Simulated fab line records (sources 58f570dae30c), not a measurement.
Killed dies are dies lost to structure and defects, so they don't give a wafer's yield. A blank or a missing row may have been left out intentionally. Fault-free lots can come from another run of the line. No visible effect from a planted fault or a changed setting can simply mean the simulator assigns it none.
What tool caused it? / flow berkeley_cmos170 / 48 wafers from 16 lots sampled at 5 of the route's 331 steps

WHAT EACH GAUGE READ, for each wafer
UCB170_CONTACT_OVL_MEAS_16.
lot=L776; measured=day 6 20:19; on=overlay-01; CONTACT_OVL (nm)=6 -5 4
lot=L777; measured=day 7 09:41; on=overlay-01; CONTACT_OVL (nm)=9 1 3
lot=L779; measured=day 7 12:10; on=overlay-02; CONTACT_OVL (nm)=1 1 2
lot=L780; measured=day 7 18:00; on=overlay-01; CONTACT_OVL (nm)=-3 0 -3
lot=L781; measured=day 7 18:32; on=overlay-02; CONTACT_OVL (nm)=4 7 -2
lot=L782; measured=day 7 19:41; on=overlay-02; CONTACT_OVL (nm)=14 -1 -2
lot=L786; measured=day 9 04:11; on=overlay-02; CONTACT_OVL (nm)=-5 -3 0
lot=L788; measured=day 9 14:07; on=overlay-02; CONTACT_OVL (nm)=10 5 2
lot=L789; measured=day 9 14:29; on=overlay-01; CONTACT_OVL (nm)=7 -8 7
lot=L790; measured=day 10 06:02; on=overlay-01; CONTACT_OVL (nm)=8 8 5
lot=L792; measured=day 10 17:31; on=overlay-01; CONTACT_OVL (nm)=-119 -120 -127
lot=L793; measured=day 10 19:04; on=overlay-01; CONTACT_OVL (nm)=8 -2 2
lot=L795; measured=day 11 02:55; on=overlay-02; CONTACT_OVL (nm)=-122 -122 -122
lot=L796; measured=day 11 03:14; on=overlay-02; CONTACT_OVL (nm)=-127 -122 -124
lot=L797; measured=day 11 14:28; on=overlay-02; CONTACT_OVL (nm)=-127 -127 -123
lot=L798; measured=day 12 03:58; on=overlay-01; CONTACT_OVL (nm)=-1 11 11

UCB170_M1_THK_MEAS_02: measures by xrf.
lot=L776; measured=day 6 21:06; on=film_metro-01; M1_AL_THK (nm)=604 616 608
lot=L777; measured=day 7 10:54; on=film_metro-01; M1_AL_THK (nm)=609 604 605
lot=L779; measured=day 7 12:58; on=film_metro-03; M1_AL_THK (nm)=601 605 599
lot=L780; measured=day 7 18:48; on=film_metro-01; M1_AL_THK (nm)=607 604 605
lot=L781; measured=day 7 19:20; on=film_metro-03; M1_AL_THK (nm)=601 601 602
lot=L782; measured=day 7 20:28; on=film_metro-04; M1_AL_THK (nm)=623 618 615
lot=L786; measured=day 9 04:58; on=film_metro-04; M1_AL_THK (nm)=602 598 603
lot=L788; measured=day 9 15:05; on=film_metro-01; M1_AL_THK (nm)=605 604 614
lot=L789; measured=day 9 15:26; on=film_metro-01; M1_AL_THK (nm)=613 619 614
lot=L790; measured=day 10 06:50; on=film_metro-03; M1_AL_THK (nm)=610 608 607
lot=L792; measured=day 10 18:18; on=film_metro-01; M1_AL_THK (nm)=606 604 607
lot=L793; measured=day 10 19:51; on=film_metro-03; M1_AL_THK (nm)=602 603 605
lot=L795; measured=day 11 03:42; on=film_metro-01; M1_AL_THK (nm)=604 617 605
lot=L796; measured=day 11 04:02; on=film_metro-01; M1_AL_THK (nm)=601 604 605
lot=L797; measured=day 11 15:14; on=film_metro-03; M1_AL_THK (nm)=596 601 597
lot=L798; measured=day 12 04:47; on=film_metro-04; M1_AL_THK (nm)=604 614 611

UCB170_M1_CD_MEAS_09: target cd 700 nm.
lot=L776; measured=day 6 22:01; on=cd_sem-02; cd_nm (nm)=700.2 700.4 698.6
lot=L777; measured=day 7 12:35; on=cd_sem-01; cd_nm (nm)=700.3 702.9 701.2
lot=L779; measured=day 7 14:10; on=cd_sem-02; cd_nm (nm)=701.2 701.3 702.0
lot=L780; measured=day 7 19:50; on=cd_sem-02; cd_nm (nm)=699.3 699.6 699.3
lot=L781; measured=day 7 20:17; on=cd_sem-01; cd_nm (nm)=701.2 702.7 702.5
lot=L782; measured=day 7 21:25; on=cd_sem-02; cd_nm (nm)=699.8 700.6 699.9
lot=L786; measured=day 9 06:02; on=cd_sem-01; cd_nm (nm)=697.6 696.7 697.2
lot=L788; measured=day 9 16:08; on=cd_sem-01; cd_nm (nm)=700.4 700.1 700.0
lot=L789; measured=day 9 16:35; on=cd_sem-02; cd_nm (nm)=697.8 700.0 698.2
lot=L790; measured=day 10 07:59; on=cd_sem-02; cd_nm (nm)=702.4 701.5 702.5
lot=L792; measured=day 10 19:23; on=cd_sem-01; cd_nm (nm)=702.2 702.1 701.5
lot=L793; measured=day 10 21:08; on=cd_sem-02; cd_nm (nm)=699.8 700.2 699.3
lot=L795; measured=day 11 04:52; on=cd_sem-01; cd_nm (nm)=700.9 700.7 700.0
lot=L796; measured=day 11 05:35; on=cd_sem-02; cd_nm (nm)=699.8 698.4 700.4
lot=L797; measured=day 11 16:14; on=cd_sem-01; cd_nm (nm)=699.6 699.3 699.5
lot=L798; measured=day 12 06:14; on=cd_sem-01; cd_nm (nm)=698.6 697.4 697.8

TOOL THAT RAN EACH LOT (tool first, then ch and the chambers of the sampled wafers, then the start)
lot=L776; UCB170_BACKSIDE_STRIP_03=plasma_asher-04 ch 0,1, day 6 15:13; UCB170_CONTACT_EXPOSE_12=krf_scanner-02 ch 0, day 6 19:49
lot=L777; UCB170_BACKSIDE_STRIP_03=plasma_asher-04 ch 0,1, day 7 03:47; UCB170_CONTACT_EXPOSE_12=krf_scanner-02 ch 0, day 7 09:09
lot=L779; UCB170_BACKSIDE_STRIP_03=plasma_asher-03 ch 0,1, day 7 04:25; UCB170_CONTACT_EXPOSE_12=krf_scanner-01 ch 0, day 7 11:17
lot=L780; UCB170_BACKSIDE_STRIP_03=plasma_asher-01 ch 0,1, day 7 12:52; UCB170_CONTACT_EXPOSE_12=krf_scanner-01 ch 0, day 7 17:25
lot=L781; UCB170_BACKSIDE_STRIP_03=plasma_asher-01 ch 0,1, day 7 13:14; UCB170_CONTACT_EXPOSE_12=krf_scanner-02 ch 0, day 7 18:00
lot=L782; UCB170_BACKSIDE_STRIP_03=plasma_asher-03 ch 0,1, day 7 13:26; UCB170_CONTACT_EXPOSE_12=krf_scanner-01 ch 0, day 7 19:10
lot=L786; UCB170_BACKSIDE_STRIP_03=plasma_asher-01 ch 0,1, day 8 21:31; UCB170_CONTACT_EXPOSE_12=krf_scanner-01 ch 0, day 9 03:41
lot=L788; UCB170_BACKSIDE_STRIP_03=plasma_asher-03 ch 0,1, day 9 08:37; UCB170_CONTACT_EXPOSE_12=krf_scanner-02 ch 0, day 9 13:37
lot=L789; UCB170_BACKSIDE_STRIP_03=plasma_asher-01 ch 0,1, day 9 08:38; UCB170_CONTACT_EXPOSE_12=krf_scanner-01 ch 0, day 9 13:59
lot=L790; UCB170_BACKSIDE_STRIP_03=plasma_asher-04 ch 0,1, day 9 21:53; UCB170_CONTACT_EXPOSE_12=krf_scanner-02 ch 0, day 10 05:09
lot=L792; UCB170_BACKSIDE_STRIP_03=plasma_asher-03 ch 0,1, day 10 10:35; UCB170_CONTACT_EXPOSE_12=krf_scanner-01 ch 0, day 10 17:01
lot=L793; UCB170_BACKSIDE_STRIP_03=plasma_asher-03 ch 0,1, day 10 11:02; UCB170_CONTACT_EXPOSE_12=krf_scanner-02 ch 0, day 10 18:09
lot=L795; UCB170_BACKSIDE_STRIP_03=plasma_asher-03 ch 0,1, day 10 21:44; UCB170_CONTACT_EXPOSE_12=krf_scanner-01 ch 0, day 11 02:25
lot=L796; UCB170_BACKSIDE_STRIP_03=plasma_asher-04 ch 0,1, day 10 22:01; UCB170_CONTACT_EXPOSE_12=krf_scanner-01 ch 0, day 11 02:44
lot=L797; UCB170_BACKSIDE_STRIP_03=plasma_asher-01 ch 0,1, day 11 07:20; UCB170_CONTACT_EXPOSE_12=krf_scanner-01 ch 0, day 11 13:40
lot=L798; UCB170_BACKSIDE_STRIP_03=plasma_asher-04 ch 0,1, day 11 21:57; UCB170_CONTACT_EXPOSE_12=krf_scanner-02 ch 0, day 12 03:25
- UCB170_BACKSIDE_STRIP_03: strips in O2.
- UCB170_CONTACT_EXPOSE_12: exposes mask CONT, target cd 700 nm.

AS READ BY THE TOOLS THEMSELVES (means over the sampled wafers that have a number; for cases with no such wafer, the mark the record gives instead)
UCB170_BACKSIDE_STRIP_03.
lot=L776; tool=plasma_asher-04; drypump_motor_current_A (A)=5.3; oes_product_au (a.u.)=0.731; strip_time_to_endpoint_s (s)=22.13
lot=L777; tool=plasma_asher-04; drypump_motor_current_A (A)=5.2; oes_product_au (a.u.)=0.737; strip_time_to_endpoint_s (s)=22.01
lot=L779; tool=plasma_asher-03; drypump_motor_current_A (A)=5.6; oes_product_au (a.u.)=0.732; strip_time_to_endpoint_s (s)=21.88
lot=L780; tool=plasma_asher-01; drypump_motor_current_A (A)=6.2; oes_product_au (a.u.)=0.734; strip_time_to_endpoint_s (s)=21.97
lot=L781; tool=plasma_asher-01; drypump_motor_current_A (A)=6.1; oes_product_au (a.u.)=0.736; strip_time_to_endpoint_s (s)=21.94
lot=L782; tool=plasma_asher-03; drypump_motor_current_A (A)=5.6; oes_product_au (a.u.)=0.735; strip_time_to_endpoint_s (s)=22.00
lot=L786; tool=plasma_asher-01; drypump_motor_current_A (A)=6.1; oes_product_au (a.u.)=0.738; strip_time_to_endpoint_s (s)=21.91
lot=L788; tool=plasma_asher-03; drypump_motor_current_A (A)=5.6; oes_product_au (a.u.)=0.732; strip_time_to_endpoint_s (s)=21.86
lot=L789; tool=plasma_asher-01; drypump_motor_current_A (A)=6.1; oes_product_au (a.u.)=0.739; strip_time_to_endpoint_s (s)=22.07
lot=L790; tool=plasma_asher-04; drypump_motor_current_A (A)=5.1; oes_product_au (a.u.)=0.731; strip_time_to_endpoint_s (s)=21.96
lot=L792; tool=plasma_asher-03; drypump_motor_current_A (A)=5.6; oes_product_au (a.u.)=0.736; strip_time_to_endpoint_s (s)=21.97
lot=L793; tool=plasma_asher-03; drypump_motor_current_A (A)=5.6; oes_product_au (a.u.)=0.732; strip_time_to_endpoint_s (s)=22.03
lot=L795; tool=plasma_asher-03; drypump_motor_current_A (A)=5.6; oes_product_au (a.u.)=0.737; strip_time_to_endpoint_s (s)=22.02
lot=L796; tool=plasma_asher-04; drypump_motor_current_A (A)=5.1; oes_product_au (a.u.)=0.734; strip_time_to_endpoint_s (s)=22.02
lot=L797; tool=plasma_asher-01; drypump_motor_current_A (A)=6.1; oes_product_au (a.u.)=0.730; strip_time_to_endpoint_s (s)=22.05
lot=L798; tool=plasma_asher-04; drypump_motor_current_A (A)=5.2; oes_product_au (a.u.)=0.731; strip_time_to_endpoint_s (s)=21.95

UCB170_CONTACT_EXPOSE_12.
lot=L776; tool=krf_scanner-02; stage_vel_mm_s (mm/s)=500.15
lot=L777; tool=krf_scanner-02; stage_vel_mm_s (mm/s)=500.01
lot=L779; tool=krf_scanner-01; stage_vel_mm_s (mm/s)=500.00
lot=L780; tool=krf_scanner-01; stage_vel_mm_s (mm/s)=499.88
lot=L781; tool=krf_scanner-02; stage_vel_mm_s (mm/s)=500.24
lot=L782; tool=krf_scanner-01; stage_vel_mm_s (mm/s)=500.08
lot=L786; tool=krf_scanner-01; stage_vel_mm_s (mm/s)=499.86
lot=L788; tool=krf_scanner-02; stage_vel_mm_s (mm/s)=499.85
lot=L789; tool=krf_scanner-01; stage_vel_mm_s (mm/s)=500.12
lot=L790; tool=krf_scanner-02; stage_vel_mm_s (mm/s)=500.12
lot=L792; tool=krf_scanner-01; stage_vel_mm_s (mm/s)=500.00
lot=L793; tool=krf_scanner-02; stage_vel_mm_s (mm/s)=499.52
lot=L795; tool=krf_scanner-01; stage_vel_mm_s (mm/s)=500.20
lot=L796; tool=krf_scanner-01; stage_vel_mm_s (mm/s)=499.97
lot=L797; tool=krf_scanner-01; stage_vel_mm_s (mm/s)=499.95
lot=L798; tool=krf_scanner-02; stage_vel_mm_s (mm/s)=500.16

THE ANSWER, worked out from the rows above alone
Rule: the lots themselves supply what counts as usual. Put in order of their means at a reading, lots are off if they are a third of the lots or fewer, leave a main group of 4 or more, and stand apart from it by a gap of 3 or more times the standard deviation of the main group's means; of several such gaps the widest counts. If all means in a main group match to the digits the tables above print for the reading, that group is not used. Also off: a lot with no number at a reading for which 4 or more lots have one. Any other lot the step has rows for is counted as sound. After the gauges, taken in route order, come the tools' own readings; for these a lot's mean is taken, as printed above. The first step at which some lot is off is used, and at that step the reading that is off furthest; a lot without a number counts as furthest.
Off: at UCB170_CONTACT_OVL_MEAS_16 (CONTACT_OVL), L792, L795, L796, L797. Main group: mean 3 nm, sd 2.9.
A tool fits if, at a process step before that reading, it ran every lot that is off, and no sound lot after the first of them. Those tools and the gauges at UCB170_CONTACT_OVL_MEAS_16 are tried in the same way. One candidate fits, namely krf_scanner-01 at UCB170_CONTACT_EXPOSE_12. A fault onset in the window from L789 (day 9 13:59, its last sound lot) to L792 (day 10 17:01, its first lot off) fits.

WHAT WAS PUT IN BY THE SIMULATOR
Scanner matching overlay: krf_scanner-01, from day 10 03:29 on, at UCB170_CONTACT_EXPOSE_12. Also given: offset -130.
Shown lots that were struck: L792, L795, L796, L797. This agrees with what the rule above found.
